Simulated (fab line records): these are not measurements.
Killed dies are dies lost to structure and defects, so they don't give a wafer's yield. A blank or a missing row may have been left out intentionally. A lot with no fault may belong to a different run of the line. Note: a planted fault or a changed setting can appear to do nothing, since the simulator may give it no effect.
Comparing a struck lot with a sound one ; flow berkeley_cmos170 ; 15 steps out of a route of 331
Sound: these wafers, L758.3, L758.4, L758.6. Struck: wafers L764.1, L764.2, L764.5. The cause comes at the end.
At each step with rows: each side's tool, then ch and its chambers, then its first start. Under that, the readings that differ: sound wafers ; struck wafers ; difference of the means ; sigmas: that difference in standard deviations of wafers without a fault.
alike: same words and numbers on both sides, and readings whose means sit less than 2 such deviations apart. not compared: any withheld reading, any reading some wafer has no value for, any bound like >300 that may hide the same value, and any number with overlapping values for which the record gives no deviation.
The two part at a step that has a row with sigmas, a row that says differs or no value, or rows on one side only. When numbers do not overlap yet have no deviation, they are printed without sigmas and do not part them. A reading that every wafer of one side lacks parts them only if that side has two wafers or more.

UCB170_V2_CMP_02: polishes SiO2.
  sound on cmp-01 ch 1,3, day 7 13:32; struck on cmp-01 ch 1,2,3, day 9 06:45
  alike: head_pressure_psi, motor_current_A, slurry_filter_dp_kPa
UCB170_V2_BOW_MEAS_03:
  sound: film_metro-03 at day 7 13:50; struck: film_metro-03 at day 9 06:57
  alike: V2_BOW
UCB170_V2_THK_MEAS_04:
  sound: film_metro-03 at day 7 13:56; struck: film_metro-03 at day 9 07:04
  alike: V2_POLISHED_THK
then, 7 steps without rows for these wafers: UCB170_V2_CLEAN_05 (cleans in DIW); UCB170_V2_HMDS_06 (prime time 60 s); UCB170_V2_COAT_07 (resist thk 900 nm); UCB170_V2_SOFTBAKE_08 (time 60 s); UCB170_V2_EXPOSE_09 (exposes mask VIA2, target cd 700 nm); UCB170_V2_PEB_10; UCB170_V2_DEVELOP_11 (develop time 45 s).
UCB170_V2_CD_MEAS_12: the cd target is 700 nm.
  sound: cd_sem-01 at day 7 15:17; struck: cd_sem-02 at day 9 08:26
  alike: cd_nm
UCB170_V2_OVL_MEAS_13:
  sound: overlay-02 at day 7 15:23; struck: overlay-01 at day 9 08:34
  alike: V2_OVL
UCB170_V2_ETCH_14: etches SiO2 in CHF3/CF4/Ar, stops on Al, target depth 1250 nm, time 291 s.
  sound on rie_diel-04 ch 0,2,3, day 7 15:25; struck on rie_diel-04 ch 1,2,3, day 9 08:36
reading;sound;struck;difference;sigmas
rf_fwd_power_W (W);699.5 699.7 698.7;415.1 416.3 419.0;-282.5;-99 or more
model.KrF_of_V2_COAT_07.thk_nm (nm);614.3 618 612.5;665.9 672.5 673.1;+55.6;
model.etch.depth_nm (nm);1001 1000 999.3;972.9 959.7 959.9;-35.9;
model.V2.feature_depth_nm (nm);1001 1000 999.3;972.9 959.7 959.9;-35.9;
  alike: drypump_motor_current_A, oes_product_au, throttle_valve_pct
  not compared: rf_hours_counter_h
UCB170_V2_STRIP_15: strips in O2.
  sound on plasma_asher-04 ch 0,1, day 7 15:37; struck on plasma_asher-02 ch 0,1, day 9 08:47
reading;sound;struck;difference;sigmas
strip_time_to_endpoint_s (s);15.41 15.49 15.38;16.57 16.73 16.71;+1.24;+11
  alike: drypump_motor_current_A, oes_product_au
  not compared: rf_hours_counter_h
UCB170_V2_CD_MEAS_90: the cd target is 700 nm.
  sound: cd_sem-01 at day 7 15:44; struck: cd_sem-01 at day 9 08:53
reading;sound;struck;difference;sigmas
cd_nm (nm);698.1 699.1 700.0;694.0 692.5 694.7;-5.3;-4

WHERE THEY PART
At UCB170_V2_ETCH_14 first; at UCB170_V2_CD_MEAS_90 last (within this record only).

WHY: the cause the simulator had injected
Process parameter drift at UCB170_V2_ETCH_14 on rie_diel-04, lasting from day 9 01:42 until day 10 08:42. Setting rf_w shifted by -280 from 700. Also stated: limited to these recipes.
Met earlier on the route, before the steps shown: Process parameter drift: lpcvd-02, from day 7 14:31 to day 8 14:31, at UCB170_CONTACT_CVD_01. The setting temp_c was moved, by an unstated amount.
